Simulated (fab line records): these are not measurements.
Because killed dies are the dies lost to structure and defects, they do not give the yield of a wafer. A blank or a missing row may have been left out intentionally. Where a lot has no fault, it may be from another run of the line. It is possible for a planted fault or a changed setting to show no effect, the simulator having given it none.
8D (eight disciplines) problem report, filled in by code -- flow berkeley cmos170 -- the parts of the form that need people (team, actions taken, sign-off) are left out

1. WHAT IS WRONG
Mean of strip time to endpoint s at UCB170_NSD_STRIP_09: 32.17 s across 2 wafers in 2 lots; on wafers with no fault it is 35.87 s (standard deviation 0.067). That is -55 standard deviations from the usual mean.
The step: strips in O2.
First seen on wafer L744.6, day 11 00:14, on plasma asher-03. At this step, 42 wafers from 14 lots have a number in the record. Rule for "out" (also "out of limits"): further than 4 standard deviations from the usual mean. Any other wafer with a number is counted as sound.

2. WHAT IT IS, WHAT IT ISN'T
question,is,is not
which readings at this step,"strip time to endpoint s, oes product au",drypump motor current A
which lots,"L743, L744","L729, L730, L731, L732, L734, L736, L737, L738, L741, L742, L749, L751"
which wafers of those lots,"L743.4, L744.6","L743.3, L743.5, L744.1, L744.4"
read on which tools,plasma asher-03,"plasma asher-02, plasma asher-04"
when,from day 11 00:14,"up to then (32 sound wafers); but 8 sound wafers of L743, L749, L751 came after"

3. WHAT RULES OUT EACH SUSPECT
Counting: if a tool at a process step up to the reading ran every lot that is out, it stays a suspect. Sound lots after the first of them don't rule it out here, since some wafers of a struck lot are sound.
- plasma asher-03 at UCB170_NSD_STRIP_09 (strips in O2): kept. It ran every lot that is out, first L744 (day 11 00:14); its last sound lot up to then is L742 (day 10 01:13). Out on those wafers are its own readings of oes product au, strip time to endpoint s.
- Within plasma asher-03 at UCB170_NSD_STRIP_09: the wafers that are out ran in chamber 0; their sound lot-mates ran in chamber 1.
The count leaves plasma asher-03 at UCB170_NSD_STRIP_09.

4. THE CAUSE (what the simulator had put in)
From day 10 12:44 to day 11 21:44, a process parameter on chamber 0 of plasma asher-03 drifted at UCB170_NSD_STRIP_09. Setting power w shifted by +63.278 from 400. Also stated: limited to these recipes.
After counting, this tool was the only one left.

5. THE CHAIN OF EFFECTS, in route order
Each row: a reading whose mean over the struck wafers that have a number lies more than 3 standard deviations from the usual. Readings are gone through only where the record gives a usual standard deviation; hours: the median, over the lots, of the time from a lot's start at the first step in this table giving one to that lot's start at this step; sigmas: the change measured in usual standard deviations.
hours,step,reading,usual,on struck wafers,change,sigmas
0,UCB170_NSD_STRIP_09,oes product au,0.534 a.u.,0.571,+0.037,+8.7
0,UCB170_NSD_STRIP_09,strip time to endpoint s,35.87 s,32.17,-3.70,-55
It contains these process steps:
- UCB170_NSD_STRIP_09: strips in O2.

6. WHAT WOULD HAVE CAUGHT IT SOONER
The fault began at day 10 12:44; the first out-of-limits reading in this record came at day 11 00:14, 12 hours later.
